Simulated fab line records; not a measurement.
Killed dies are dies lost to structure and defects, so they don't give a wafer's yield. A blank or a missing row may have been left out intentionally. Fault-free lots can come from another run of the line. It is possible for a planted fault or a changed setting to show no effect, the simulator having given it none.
Lot-split experiment / flow berkeley-cmos170 / on a route of 331 steps: 5 lots, 23 wafers read

== THE SPLIT ITSELF ==
At UCB170_NLDD_IMPLANT_08, the setting dose-cm2 was moved away from the recipe's 5e+13 on 8 of the 23 wafers read, by -2.7% to -2.1%. All remaining wafers had this setting at the recipe value.

== FROM THE SPLIT TO THE READING: what the file shows between them, 7 steps ==
- UCB170_NSD_COAT_01: resist thk 900 nm (also split here: spin-rpm)
- UCB170_NSD_SOFTBAKE_02: time 60 s
- UCB170_NSD_EXPOSE_03: exposes mask NSELECT MOD, target cd 1200 nm
- UCB170_NSD_IMPLANT_08
- UCB170_NSD_STRIP_09: strips in O2
- UCB170_SDANNEAL_RTA_00: time 10 s (also split here: time-s)
- UCB170_SDANNEAL_RTA_01: time 5 s

== THE READING ==
Measured at UCB170_SDANNEAL_RS_MEAS_05 by four-point probe: NLDD_RS, in ohm/sq. Typical for fault-free wafers on this fab line: 616.2 ohm/sq, with standard deviation 1.2 ohm/sq.

wafer=L077.1; tool, chamber at the split=implanter-03, 0; dose-cm2 as run=5e+13; against the recipe=recipe; NLDD_RS, ohm/sq=616.9; against lot-mates on the recipe=-
wafer=L077.2; tool, chamber at the split=implanter-03, 0; dose-cm2 as run=4.893e+13; against the recipe=-2.1%; NLDD_RS, ohm/sq=620.3; against lot-mates on the recipe=+4.5
wafer=L077.3; tool, chamber at the split=implanter-03, 0; dose-cm2 as run=4.893e+13; against the recipe=-2.1%; NLDD_RS, ohm/sq=619.4; against lot-mates on the recipe=+3.6
wafer=L077.4; tool, chamber at the split=implanter-03, 0; dose-cm2 as run=5e+13; against the recipe=recipe; NLDD_RS, ohm/sq=614.8; against lot-mates on the recipe=-
wafer=L077.6; tool, chamber at the split=implanter-03, 0; dose-cm2 as run=4.893e+13; against the recipe=-2.1%; NLDD_RS, ohm/sq=619.2; against lot-mates on the recipe=+3.4
wafer=L076.1; tool, chamber at the split=implanter-04, 0; dose-cm2 as run=4.877e+13; against the recipe=-2.5%; NLDD_RS, ohm/sq=620.5; against lot-mates on the recipe=+6.5
wafer=L076.2; tool, chamber at the split=implanter-04, 0; dose-cm2 as run=4.877e+13; against the recipe=-2.5%; NLDD_RS, ohm/sq=620.9; against lot-mates on the recipe=+6.9
wafer=L076.4; tool, chamber at the split=implanter-04, 0; dose-cm2 as run=5e+13; against the recipe=recipe; NLDD_RS, ohm/sq=613.9; against lot-mates on the recipe=-
wafer=L076.5; tool, chamber at the split=implanter-04, 0; dose-cm2 as run=5e+13; against the recipe=recipe; NLDD_RS, ohm/sq=614.1; against lot-mates on the recipe=-
wafer=L076.6; tool, chamber at the split=implanter-04, 0; dose-cm2 as run=4.877e+13; against the recipe=-2.5%; NLDD_RS, ohm/sq=621.4; against lot-mates on the recipe=+7.4
wafer=L079.1; tool, chamber at the split=implanter-04, 0; dose-cm2 as run=4.863e+13; against the recipe=-2.7%; NLDD_RS, ohm/sq=621.7; against lot-mates on the recipe=+6.0
wafer=L079.3; tool, chamber at the split=implanter-04, 0; dose-cm2 as run=4.863e+13; against the recipe=-2.7%; NLDD_RS, ohm/sq=623.4; against lot-mates on the recipe=+7.7
wafer=L079.4; tool, chamber at the split=implanter-04, 0; dose-cm2 as run=5e+13; against the recipe=recipe; NLDD_RS, ohm/sq=615.2; against lot-mates on the recipe=-
wafer=L079.5; tool, chamber at the split=implanter-04, 0; dose-cm2 as run=5e+13; against the recipe=recipe; NLDD_RS, ohm/sq=615.6; against lot-mates on the recipe=-
wafer=L079.6; tool, chamber at the split=implanter-04, 0; dose-cm2 as run=5e+13; against the recipe=recipe; NLDD_RS, ohm/sq=616.2; against lot-mates on the recipe=-
wafer=L081.1; tool, chamber at the split=implanter-03, 0; dose-cm2 as run=5e+13; against the recipe=recipe; NLDD_RS, ohm/sq=614.8; against lot-mates on the recipe=-
wafer=L081.2; tool, chamber at the split=implanter-03, 0; dose-cm2 as run=5e+13; against the recipe=recipe; NLDD_RS, ohm/sq=614.7; against lot-mates on the recipe=-
wafer=L081.3; tool, chamber at the split=implanter-03, 0; dose-cm2 as run=5e+13; against the recipe=recipe; NLDD_RS, ohm/sq=616.0; against lot-mates on the recipe=-
wafer=L081.5; tool, chamber at the split=implanter-03, 0; dose-cm2 as run=5e+13; against the recipe=recipe; NLDD_RS, ohm/sq=615.3; against lot-mates on the recipe=-
wafer=L081.6; tool, chamber at the split=implanter-03, 0; dose-cm2 as run=5e+13; against the recipe=recipe; NLDD_RS, ohm/sq=616.1; against lot-mates on the recipe=-
wafer=L083.1; tool, chamber at the split=implanter-03, 0; dose-cm2 as run=5e+13; against the recipe=recipe; NLDD_RS, ohm/sq=618.0; against lot-mates on the recipe=-
wafer=L083.2; tool, chamber at the split=implanter-03, 0; dose-cm2 as run=5e+13; against the recipe=recipe; NLDD_RS, ohm/sq=618.1; against lot-mates on the recipe=-
wafer=L083.5; tool, chamber at the split=implanter-03, 0; dose-cm2 as run=5e+13; against the recipe=recipe; NLDD_RS, ohm/sq=617.3; against lot-mates on the recipe=-

FIT RESULTS
A straight line over all 23 wafers: NLDD_RS changes by -2.13 ohm/sq for each +1% of dose-cm2; r = -0.91; the points scatter about the line by 1.2 ohm/sq.
The same after taking each lot's own level away (the mean of its wafers on the recipe; 23 wafers): -2.43 ohm/sq for each +1%; r = -0.96; scatter 0.88 ohm/sq.
The reading moves by 6.7 ohm/sq for the largest change in dose-cm2, on that fit.
The span of the lots' own levels, 614.00 to 617.80 ohm/sq, comes to 3.2 times the standard deviation stated above.
So the lot-to-lot level changes the slope: the two fits differ.
Check: +6.73 ohm/sq against its lot-mates is what the line predicts for one of the wafers moved furthest among these (-2.7%) when that wafer is left out of the fit. Against them it came out at +6.03 ohm/sq.

== OTHER SPLITS APPLIED TO THESE WAFERS ==
Before the reading, these wafers also passed through other splits. Each is held against what the fit with the lots' levels taken away leaves over:
other split on the same wafers=UCB170_START_OXIDATION_02 ox-time-s; wafers away from the commonest value=18; r with NLDD_RS (lot level and that fit taken away)=-0.37
other split on the same wafers=UCB170_NWELL_IMPLANT_14 energy-kev; wafers away from the commonest value=8; r with NLDD_RS (lot level and that fit taken away)=-0.27
other split on the same wafers=UCB170_ACTIVE_OXIDATION_02 temp-c; wafers away from the commonest value=10; r with NLDD_RS (lot level and that fit taken away)=-0.23
other split on the same wafers=UCB170_PVT_COAT_01 spin-rpm; wafers away from the commonest value=9; r with NLDD_RS (lot level and that fit taken away)=+0.05
other split on the same wafers=UCB170_PLDD_COAT_01 resist-thk-nm; wafers away from the commonest value=8; r with NLDD_RS (lot level and that fit taken away)=+0.27
other split on the same wafers=UCB170_NLDD_EXPOSE_03 dose-mj; wafers away from the commonest value=8; r with NLDD_RS (lot level and that fit taken away)=+0.01
other split on the same wafers=UCB170_NSD_COAT_01 spin-rpm; wafers away from the commonest value=10; r with NLDD_RS (lot level and that fit taken away)=-0.12
other split on the same wafers=UCB170_SDANNEAL_RTA_00 time-s; wafers away from the commonest value=8; r with NLDD_RS (lot level and that fit taken away)=+0.19

== FILE'S OWN FIT ==
NLDD_RS changes by -2.41 ohm/sq for each +1% of dose-cm2, r = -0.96.
